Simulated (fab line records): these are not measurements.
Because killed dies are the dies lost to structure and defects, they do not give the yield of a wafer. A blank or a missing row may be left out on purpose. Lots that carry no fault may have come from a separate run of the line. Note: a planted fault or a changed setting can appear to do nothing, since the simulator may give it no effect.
Tool commonality check    flow rit cmos    Sample size 13 lots and 39 wafers

== WHY THIS WAS OPENED ==
RIT_NSD_TW_MEAS_10, reading NSD_TW: flagged on 2 of 13 lots. Fault-free wafers read 3104, with a standard deviation of 15.
Rule: a lot is flagged when every wafer of it that has a number lies more than 4 standard deviations from that mean, or none has a number. The other lots count as sound.

lot   measured     on             NSD_TW, wafer by wafer  flag
L478  day 3 01:36  film metro-02  3097 3102 3107          
L479  day 3 04:44  film metro-02  3091 3102 3113          
L480  day 3 09:01  film metro-01  3097 3078 3108          
L481  day 3 16:20  film metro-04  3130 3134 3125          
L482  day 3 23:37  film metro-01  3108 3102 3111          
L483  day 4 02:30  film metro-01  3122 3112 3120          
L489  day 5 13:45  film metro-02  2848 2849 2841          FLAGGED
L492  day 5 23:27  film metro-02  2842 2866 2860          FLAGGED
L495  day 6 15:18  film metro-04  3122 3106 3105          
L496  day 6 18:49  film metro-04  3105 3104 3102          
L497  day 6 23:22  film metro-02  3086 3095 3093          
L498  day 7 03:55  film metro-01  3121 3114 3094          
L500  day 7 14:47  film metro-02  3085 3074 3078          
The numbers of the flagged lots are 2851 on average: -253 against the usual, or -17 standard deviations.

== EACH LOT AND THE TOOL IT RAN ON ==
The record keeps 1 process step preceding the reading, out of 202 steps on the route. Every cell lists first the tool, next ch and the chambers used by the sampled wafers, and last the start.
lot   flag     RIT_NSD_IMPLANT_08
L478           implanter-01 ch 0, day 3 01:16
L479           implanter-03 ch 0, day 3 04:25
L480           implanter-02 ch 0, day 3 08:43
L481           implanter-02 ch 0, day 3 16:00
L482           implanter-01 ch 0, day 3 23:17
L483           implanter-02 ch 0, day 4 02:12
L489  FLAGGED  implanter-03 ch 0, day 5 13:28
L492  FLAGGED  implanter-03 ch 0, day 5 23:08
L495           implanter-02 ch 0, day 6 14:59
L496           implanter-02 ch 0, day 6 18:29
L497           implanter-01 ch 0, day 6 23:02
L498           implanter-01 ch 0, day 7 03:35
L500           implanter-01 ch 0, day 7 14:28
These steps, and what they do:
- RIT_NSD_IMPLANT_08
- RIT_NSD_TW_MEAS_10

== FLAGGED OVER TOTAL, TOOL BY TOOL (the gauges that took the reading come last) ==
step                tool           lots run  flagged  share of the flagged lots  sound lots run after its first flagged lot
RIT_NSD_IMPLANT_08  implanter-01   5         0        none                       -
RIT_NSD_IMPLANT_08  implanter-02   5         0        none                       -
RIT_NSD_IMPLANT_08  implanter-03   3         2        all                        0
RIT_NSD_TW_MEAS_10  film metro-01  4         0        none                       -
RIT_NSD_TW_MEAS_10  film metro-02  6         2        all                        2 (L497,L500)
RIT_NSD_TW_MEAS_10  film metro-04  3         0        none                       -

== WHAT IS ALLOWED BY THE TABLE ==
Table rows that saw every flagged lot: 2, namely implanter-03 at RIT_NSD_IMPLANT_08 and film metro-02 at RIT_NSD_TW_MEAS_10.
- implanter-03 at RIT_NSD_IMPLANT_08 ran 3 lots, 2 of them flagged. Its last sound lot is L479 (day 3 04:25), its first flagged lot L489 (day 5 13:28): a fault that began between those two fits. Its own readings lie more than 4 standard deviations out on every wafer of the flagged lots: tilt deg.
- film metro-02 at RIT_NSD_TW_MEAS_10 ran 6 lots, 2 of them flagged. Lots that were sound ran on it after the first flagged one (L497, L500); a persistent fault on the entire tool would not allow that.
Just one tool remains: implanter-03 at RIT_NSD_IMPLANT_08.

== WHAT THE SIMULATOR HAD PUT IN ==
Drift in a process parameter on implanter-03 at RIT_NSD_IMPLANT_08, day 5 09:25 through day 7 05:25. The setting tilt deg was moved by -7, starting from 7. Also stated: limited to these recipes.
Struck lots among those shown: L489, L492. The rule above found the same.
